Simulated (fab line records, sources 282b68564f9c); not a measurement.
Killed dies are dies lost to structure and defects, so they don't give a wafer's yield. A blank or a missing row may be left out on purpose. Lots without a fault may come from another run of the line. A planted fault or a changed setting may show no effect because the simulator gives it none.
One fault seen from 2 desks | flow rit_cmos | each desk has only its own numbers; what lay behind them comes last

THE TOOL OWNER'S DESK: implanter-02
The tool's own readings at RIT_PRETRO_IMPLANT_08: means of the sampled wafers that have a number, for each lot that ran on this tool. A lot is out of limits, marked OUT, if its mean lies more than 4 standard deviations from the usual mean; the brackets give that distance.
Columns: A = dose_ions_cm2 at RIT_PRETRO_IMPLANT_08, usual 1.2003e+13; B = faraday_current_uA at RIT_PRETRO_IMPLANT_08, usual 38.1
lot  | first seen here | A                            | B
L482 | day 3 08:33     | 1.2007e+13                   | 37.6
L491 | day 5 04:54     | 1.2006e+13                   | 37.5
L493 | day 5 14:56     | 1.1992e+13                   | 38.3
L494 | day 5 20:11     | 1.6311e+13 (+99 or more) OUT | 51.5 (+19) OUT
L496 | day 6 08:39     | 1.6322e+13 (+99 or more) OUT | 51.6 (+19) OUT
This desk's finding: out of limits on L494, L496; first on L494, day 5 20:11 (dose_ions_cm2 at RIT_PRETRO_IMPLANT_08). In limits: L482, L491, L493.

THE METROLOGY DESK
What the gauges read, lot by lot, whatever tool the lot ran on: means of the sampled wafers that have a number. A lot is out of limits, marked OUT, if its mean lies more than 4 standard deviations from the usual mean; the brackets give that distance.
Columns: A = PRETRO_TW at RIT_PRETRO_TW_MEAS_10, usual 472.7
lot  | first seen here | A
L477 | day 2 07:33     | 476.3
L478 | day 2 12:01     | 474.2
L482 | day 3 08:50     | 478.1
L483 | day 3 13:02     | 472.2
L485 | day 3 23:46     | 471.8
L486 | day 4 05:29     | 474.0
L487 | day 4 09:53     | 469.2
L489 | day 4 19:59     | 472.8
L491 | day 5 05:13     | 470.6
L493 | day 5 15:15     | 470.7
L494 | day 5 20:31     | 517.5 (+17) OUT
L495 | day 6 01:28     | 473.1
L496 | day 6 08:58     | 520.6 (+18) OUT
L500 | day 7 04:39     | 475.6
This desk's finding: out of limits on L494, L496; first on L494, day 5 20:31 (PRETRO_TW at RIT_PRETRO_TW_MEAS_10). In limits: L477, L478, L482, L483, L485, L486, L487, L489, L491, L493, L495, L500.

PUT TOGETHER
The tool owner's desk could have raised an alarm at day 5 20:11, on L494, L496.
The metrology desk could have raised an alarm at day 5 20:31, on L494, L496.
Of the lots named, all ran RIT_PRETRO_IMPLANT_08 on implanter-02.

WHAT THE SIMULATOR HAD PUT IN
Process parameter drift: implanter-02, from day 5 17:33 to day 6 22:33, at RIT_PRETRO_IMPLANT_08. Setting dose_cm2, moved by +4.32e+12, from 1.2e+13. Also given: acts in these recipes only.
Lots struck among those shown: L494, L496.
Hours from the fault's start to each desk's first reading out of limits: the tool owner's desk, 3; the metrology desk, 3.
